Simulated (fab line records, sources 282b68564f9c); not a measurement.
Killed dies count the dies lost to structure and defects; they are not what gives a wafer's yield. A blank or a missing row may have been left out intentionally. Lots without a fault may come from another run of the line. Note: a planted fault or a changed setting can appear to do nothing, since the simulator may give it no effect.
Split-lot study    flow ritCmos    23 wafers read from 5 lots, route of 202 steps

ON THE SPLIT
At RIT_M1_DEVELOP_08 (develop time 68 s), the setting developTimeS was moved away from the recipe's 68 s on 7 of the 23 wafers read, by -10.3% to -8.7%. All remaining wafers had this setting at the recipe value.

Split to reading: the file shows no intervening step.

THE READING
cdNm, in nm, at RIT_M1_CD_MEAS_09 (target cd 2600 nm). Typical for fault-free wafers on this fab line: 2600.7 nm, with standard deviation 2.1 nm.

wafer   tool, chamber at the split  developTimeS as run, s  against the recipe  cdNm, nm  against lot-mates on the recipe
L075.2  lithoTrack-03, 0            62.06                   -8.7%               2606.3    +6.7
L075.3  lithoTrack-03, 0            68                      recipe              2601.3    -
L075.4  lithoTrack-03, 0            68                      recipe              2598.9    -
L075.5  lithoTrack-03, 0            68                      recipe              2598.6    -
L075.6  lithoTrack-03, 0            62.06                   -8.7%               2607.7    +8.1
L076.1  lithoTrack-01, 0            62                      -8.8%               2609.6    +10.2
L076.2  lithoTrack-01, 0            68                      recipe              2598.6    -
L076.3  lithoTrack-01, 0            62                      -8.8%               2608.4    +9.0
L076.4  lithoTrack-01, 0            62                      -8.8%               2608.3    +8.9
L076.5  lithoTrack-01, 0            68                      recipe              2600.2    -
L078.1  lithoTrack-03, 0            61.02                   -10.3%              2612.0    +12.0
L078.2  lithoTrack-03, 0            61.02                   -10.3%              2609.4    +9.4
L078.3  lithoTrack-03, 0            68                      recipe              2600.8    -
L078.4  lithoTrack-03, 0            68                      recipe              2599.2    -
L078.6  lithoTrack-03, 0            68                      recipe              2599.9    -
L081.2  lithoTrack-01, 0            68                      recipe              2602.4    -
L081.3  lithoTrack-01, 0            68                      recipe              2602.9    -
L081.5  lithoTrack-01, 0            68                      recipe              2604.9    -
L082.1  lithoTrack-02, 0            68                      recipe              2602.2    -
L082.2  lithoTrack-02, 0            68                      recipe              2601.7    -
L082.4  lithoTrack-02, 0            68                      recipe              2601.4    -
L082.5  lithoTrack-02, 0            68                      recipe              2601.6    -
L082.6  lithoTrack-02, 0            68                      recipe              2601.7    -

FIT RESULTS
A straight line over all 23 wafers: cdNm changes by -0.854 nm for each +1% of developTimeS; r = -0.92; the points scatter about the line by 1.6 nm.
The same after taking each lot's own level away (the mean of its wafers on the recipe; 23 wafers): -1 nm for each +1%; r = -0.98; scatter 1 nm.
According to that fit, moving developTimeS by its largest amount changes the reading by 10 nm.
From 2599.40 to 2603.40 nm: that is the span of the lots' own levels, equal to 1.9 times the standard deviation above.
Hence the slope depends on the lot-to-lot level, as the two fits are not the same.
Check: with one of the wafers moved furthest among these (-10.3%) left out of the fit, the line predicts +9.9 nm for it against its lot-mates. It came out at +12 nm against them.

FURTHER SPLITS ON THESE WAFERS
Before the reading, these wafers also passed through other splits. Each is held against what the fit with the lots' levels taken away leaves over:
other split on the same wafers  wafers away from the commonest value  r with cdNm (lot level and that fit taken away)
RIT_PSD_IMPLANT_08 doseCm2      9                                     -0.10
RIT_SDANNEAL_CLEAN_00 timeS     18                                    +0.16
RIT_SILICIDE_SPUTTER_01 timeS   9                                     +0.24

FILE'S OWN FIT
cdNm changes by -0.988 nm for each +1% of developTimeS, r = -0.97.
